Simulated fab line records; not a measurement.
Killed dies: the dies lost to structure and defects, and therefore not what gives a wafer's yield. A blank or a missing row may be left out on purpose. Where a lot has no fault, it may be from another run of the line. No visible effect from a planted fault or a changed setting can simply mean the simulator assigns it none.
8D (eight disciplines) problem report, filled in by code ; flow berkeley cmos170 ; the parts of the form that need people (team, actions taken, sign-off) are left out

## 1. WHAT WENT WRONG
Mean of dose ions cm2 at UCB170_NVT_IMPLANT_07: 3e+12 across 6 wafers in 2 lots; on wafers with no fault it is 3e+12 (standard deviation 3.2e+09). That puts it -76 standard deviations away from the usual mean.
Earliest sighting: wafer L926.1 on implanter-03 at day 10 04:52. The record has a number at this step for 18 wafers belonging to 6 lots. By rule, "out" or "out of limits" means more than 4 standard deviations away from the usual mean. The other wafers with a number count as sound.

## 2. WHAT IT IS AND WHAT IT IS NOT
question;is;is not
which readings at this step;dose ions cm2;-
which lots;L926, L927;L915, L920, L931, L932
which wafers of those lots;all that have a number;-
read on which tools;implanter-03;implanter-02, implanter-04
when;from day 10 04:52;"up to then (6 sound wafers); but 6 sound wafers of L931, L932 came after"

## 3. SUSPECTS, AND WHAT RULES EACH OUT
Counting: a tool stays on the suspect list if, at a process step up to the reading, it processed all lots that are out and no sound lot following the first of them.
- implanter-03 at UCB170_NVT_IMPLANT_07: kept. Every lot that is out went through it, starting with L926 (day 10 04:52), and after that it ran no sound lot; the last sound lot it ran before then is L920 (day 8 05:17). Its own readings are out on those wafers: dose ions cm2.
Remaining after the count: implanter-03 at UCB170_NVT_IMPLANT_07.

## 4. THE CAUSE (what the simulator had put in)
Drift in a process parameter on implanter-03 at UCB170_NVT_IMPLANT_07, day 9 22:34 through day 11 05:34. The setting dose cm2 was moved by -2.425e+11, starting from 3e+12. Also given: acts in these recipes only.
Only this tool survived the counting.

## 5. THE EFFECT CHAIN, in route order
Each row: a reading where the mean over the struck wafers with a number is more than 3 standard deviations away from the usual. Scope: only readings with a usual standard deviation given in the record; hours: median across lots of the time from each lot's start at the first step in this table that gives one to its start at this step; sigmas: change in usual standard deviations.
hours;step;reading;usual;on struck wafers;change;sigmas
0;UCB170_NVT_IMPLANT_07;dose ions cm2;3e+12;3e+12;-2e+11;-76
0;UCB170_NVT_IMPLANT_07;faraday current uA;9.52;8.70;-0.82;-4.3
It contains these process steps:
- UCB170_NVT_IMPLANT_07

## 6. WHAT WOULD HAVE CAUGHT IT SOONER
In this record the first reading out of limits was taken at day 10 04:52, 6 hours after the fault began at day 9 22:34.
